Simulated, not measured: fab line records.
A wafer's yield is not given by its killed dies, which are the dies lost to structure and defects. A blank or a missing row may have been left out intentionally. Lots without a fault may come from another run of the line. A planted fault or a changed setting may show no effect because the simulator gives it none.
One fault through the eyes of 2 desks    flow berkeley cmos170    each desk has only its own numbers; what lay behind them comes last

FOR THE TOOL OWNER'S DESK: furnace-02
The tool's own readings at UCB170_NWELL_OXIDATION_01 (target thk 26.4 nm, ox time 1260 s): means of the sampled wafers that have a number, for each lot that ran on this tool. If a lot's mean is further than 4 standard deviations from the usual mean, the lot is out of limits and carries the mark OUT (the distance appears in the brackets).
Columns: A = ox temp c max at UCB170_NWELL_OXIDATION_01, usual 1005.0; B = spike tc centre C at UCB170_NWELL_OXIDATION_01, usual 1002.5 C
lot   first seen here  A       B
L621  day 2 14:28      1003.5  1001.3
L624  day 3 06:29      1003.2  1002.4
L625  day 3 10:50      1003.9  1000.7
L626  day 3 10:50      1003.9  1000.4
Finding of this desk: none of the 4 lots has anything out of limits.

FROM THE METROLOGY DESK
What the gauges read, lot by lot, whatever tool the lot ran on: means of the sampled wafers that have a number. If a lot's mean is further than 4 standard deviations from the usual mean, the lot is out of limits and carries the mark OUT (the distance appears in the brackets).
Columns: A = START_OXIDE_THK at UCB170_START_THK_MEAS_03, usual 20.0 nm; B = PVT_TW at UCB170_PVT_TW_MEAS_09, usual 502; C = cd nm at UCB170_PLDD_CD_MEAS_06, usual 1200.0 nm
lot   first seen here  A     B    C
L619  day 1 17:04      19.8  497  1200.3
L620  day 1 17:05      20.0  503  1202.4
L621  day 2 00:37      20.3  502  1197.1
L623  day 2 07:41      19.2  504  1200.1
L622  day 2 07:43      19.8  507  1200.8
L624  day 2 17:20      19.9  502  1201.5
L625  day 3 01:35      19.9  506  1201.1
L626  day 3 01:36      19.6  501  1201.6
L633  day 4 11:54      20.5  506  1200.1
L634  day 4 19:15      20.6  498  1199.9
L635  day 4 20:58      20.0  499  1201.0
L637  day 5 09:32      20.0  506  1198.9
L641  day 6 05:04      19.6  497  1201.9
Finding of this desk: none of the 13 lots has anything out of limits.

PUT TOGETHER
The tool owner's desk saw nothing out of limits.
At the metrology desk, nothing out of limits was observed.

WHAT WAS PUT IN BY THE SIMULATOR
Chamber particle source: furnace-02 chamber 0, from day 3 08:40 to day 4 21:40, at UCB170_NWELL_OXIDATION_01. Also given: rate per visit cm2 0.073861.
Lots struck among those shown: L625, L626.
